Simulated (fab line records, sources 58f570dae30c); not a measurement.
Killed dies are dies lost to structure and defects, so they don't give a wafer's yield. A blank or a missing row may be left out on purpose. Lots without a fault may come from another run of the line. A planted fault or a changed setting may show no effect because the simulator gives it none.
A struck lot beside a sound one | flow berkeley_cmos170 | 16 steps out of a route of 331
Sound: wafers L134.1, L134.3, L134.4. Struck: wafers L143.3, L143.4, L143.5. The cause comes at the end.
At each step with rows: each side's tool, then ch and its chambers, then its first start. Under that, the readings that differ: sound wafers | struck wafers | difference of the means | sigmas: that difference in standard deviations of wafers without a fault.
alike: readings whose means differ by less than 2 such deviations, and words and numbers that are the same on both sides. not compared: withheld readings, readings that some wafer has no value for, bounds like >300 that may hide the same value, and numbers for which the record gives no deviation and whose values overlap.
The two part at a step that has a row with sigmas, a row that says differs or no value, or rows on one side only. Numbers that don't overlap but have no deviation are shown without sigmas and don't part them. A reading that every wafer of one side lacks parts them only if that side has two wafers or more.

first, 1 step without rows for these wafers: UCB170_M2_SOFTBAKE_06 (time 60 s).
UCB170_M2_STRIP_07: strips in O2.
  sound on plasma_asher-04 ch 0,1, day 8 04:32; struck on plasma_asher-03 ch 0,1, day 10 04:40
  alike: drypump_motor_current_A, oes_product_au, strip_time_to_endpoint_s
  not compared: rf_hours_counter_h
then, 7 steps without rows for these wafers: UCB170_M2_STRIP_08 (strips KrF in DMSO, time 600 s); UCB170_M2_COAT_09; UCB170_M2_COAT_10 (resist thk 900 nm); UCB170_M2_SOFTBAKE_11 (time 60 s); UCB170_M2_EXPOSE_12 (exposes mask METAL2, target cd 700 nm); UCB170_M2_PEB_13; UCB170_M2_DEVELOP_14 (develop time 45 s).
UCB170_M2_CD_MEAS_15: target cd 700 nm.
  sound on cd_sem-01, day 8 05:56; struck on cd_sem-02, day 10 06:18
  alike: cd_nm
UCB170_M2_OVL_MEAS_16:
  sound on overlay-02, day 8 06:04; struck on overlay-01, day 10 06:23
  alike: M2_OVL
UCB170_M2_ETCH_17: etches BARC in N2/H2.
  sound on rie_diel-02 ch 0,1,2, day 8 06:06; struck on rie_diel-03 ch 0,1, day 10 06:25
  alike: drypump_motor_current_A, oes_product_au, throttle_valve_pct
UCB170_M2_METAL_ETCH_18: etches Al in Cl2/BCl3, stops on SiO2, target depth 1170 nm, time 195 s.
  sound on rie_metal-04 ch 0,1, day 8 06:08; struck on rie_metal-03 ch 0,1, day 10 06:31
  reading                             | sound             | struck            | difference | sigmas
  model.KrF_of_M2_COAT_10.thk_nm (nm) | 175.1 175.5 194.2 | 355.1 386.8 359.5 | +185.5     |
  model.SiO2_of_V1_CVD_00.thk_nm (nm) | 936.1 935.6 936.9 | 951.1 955.5 951   | +16.3      |
  model.M2.cd_nm (nm)                 | 698.3 697.8 694.1 | 706.5 710.1 709.2 | +11.9      |
  alike: drypump_motor_current_A, oes_product_au, throttle_valve_pct
  not compared: rf_hours_counter_h
UCB170_M2_STRIP_19: strips in O2.
  sound on plasma_asher-04 ch 0,1, day 8 06:20; struck on plasma_asher-01 ch 0,1, day 10 06:41
  reading               | sound             | struck            | difference | sigmas
  oes_product_au (a.u.) | 0.508 0.500 0.519 | 0.684 0.717 0.689 | +0.188     | +9
  alike: drypump_motor_current_A
  not compared: rf_hours_counter_h
UCB170_M2_CD_MEAS_90: target cd 700 nm.
  sound on cd_sem-01, day 8 06:26; struck on cd_sem-01, day 10 06:47
  reading    | sound             | struck            | difference | sigmas
  cd_nm (nm) | 698.2 697.6 693.8 | 706.1 709.9 709.2 | +11.9      | +4
UCB170_V2_CVD_00: deposits SiO2 from TEOS/O2, target thk 2000 nm, time 250 s.
  sound on pecvd-01 ch 0,2, day 8 06:33; struck on pecvd-04 ch 1, day 10 06:57
  alike: heater_power_w

WHERE THEY PART
First at UCB170_M2_STRIP_19; last, within this record, at UCB170_M2_CD_MEAS_90. Later steps at which nothing parts them and some readings are alike: UCB170_V2_CVD_00.

WHY: what the simulator had put in
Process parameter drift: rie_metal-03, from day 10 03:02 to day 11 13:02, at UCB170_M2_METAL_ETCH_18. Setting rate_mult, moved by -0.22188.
